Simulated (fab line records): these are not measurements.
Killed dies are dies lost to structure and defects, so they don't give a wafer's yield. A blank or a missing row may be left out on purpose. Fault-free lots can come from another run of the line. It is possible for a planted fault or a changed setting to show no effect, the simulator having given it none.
Chamber matching + flow berkeley_cmos170 + 4 sister chambers for UCB170_NWELL_ETCH_13 on rie_diel-01
The step etches Si3N4 in CH3F/Ar/O2, stops on SiO2, target depth 246.4 nm, time 154 s. 14 wafers are shown with their chamber, then 7 later ones without.

## WAFERS WITH THEIR CHAMBER
| wafer  | chamber | drypump_motor_current_A (A) | throttle_valve_pct (%) | oes_product_au (a.u.) |
|--------|---------|-----------------------------|------------------------|-----------------------|
| L762.2 | 3       | 6.6                         | 7.84                   | 0.966                 |
| L762.5 | 2       | 5.7                         | 8.22                   | 0.926                 |
| L762.6 | 1       | 5.6                         | 8.08                   | 0.965                 |
| L763.1 | 2       | 5.7                         | 8.20                   | 0.932                 |
| L763.3 | 3       | 6.6                         | 7.81                   | 0.964                 |
| L763.4 | 0       | 6.3                         | 8.16                   | 0.963                 |
| L767.2 | 1       | 5.6                         | 8.08                   | 0.962                 |
| L767.4 | 2       | 5.7                         | 8.22                   | 0.930                 |
| L767.5 | 3       | 6.6                         | 7.81                   | 0.964                 |
| L778.3 | 0       | 6.2                         | 8.14                   | 0.951                 |
| L778.4 | 1       | 5.6                         | 8.08                   | 0.966                 |
| L778.5 | 1       | 5.6                         | 8.08                   | 0.971                 |
| L780.2 | 1       | 5.6                         | 8.06                   | 0.960                 |
| L780.3 | 3       | 6.6                         | 7.82                   | 0.961                 |

SIGNATURES, as means of the wafers listed above
| reading                 | chamber 0 | chamber 1 | chamber 2 | chamber 3 | scatter within a chamber |
|-------------------------|-----------|-----------|-----------|-----------|--------------------------|
| drypump_motor_current_A | 6.250     | 5.600     | 5.700     | 6.600     | 0.0224                   |
| throttle_valve_pct      | 8.1500    | 8.0760    | 8.2133    | 7.8200    | 0.0118                   |
| oes_product_au          | 0.95700   | 0.96480   | 0.92933   | 0.96375   | 0.00417                  |
Rule: a wafer lies at a distance from a chamber equal to the root of the sum of squares, over the readings, of (its reading less the chamber's mean, divided by the reading's scatter). If the next closest chamber is less than 2 further off than the closest, the wafer can't be placed; otherwise it belongs to the closest. The scatter is the square root of a quotient: the sum, over the shown wafers, of each reading's squared deviation from its chamber's mean, divided by wafers minus chambers.

## WAFERS WHOSE CHAMBER IS MISSING
| wafer  | drypump_motor_current_A (A) | throttle_valve_pct (%) | oes_product_au (a.u.) |
|--------|-----------------------------|------------------------|-----------------------|
| L780.5 | 6.6                         | 7.83                   | 0.973                 |
| L783.1 | 6.3                         | 8.13                   | 0.966                 |
| L783.4 | 5.6                         | 8.06                   | 0.966                 |
| L783.5 | 6.6                         | 7.83                   | 0.970                 |
| L785.1 | 5.7                         | 8.20                   | 0.928                 |
| L785.3 | 6.2                         | 8.13                   | 0.957                 |
| L785.5 | 5.6                         | 8.08                   | 0.967                 |

## CHAMBER TAKEN BY EACH
| wafer  | from the rows above | in truth |
|--------|---------------------|----------|
| L780.5 | 3                   | 3        |
| L783.1 | 0                   | 0        |
| L783.4 | 1                   | 1        |
| L783.5 | 3                   | 3        |
| L785.1 | 2                   | 2        |
| L785.3 | 0                   | 0        |
| L785.5 | 1                   | 1        |
Placed correctly: 7 of 7. Can't be placed from these rows: 0. 0 placed wrongly.
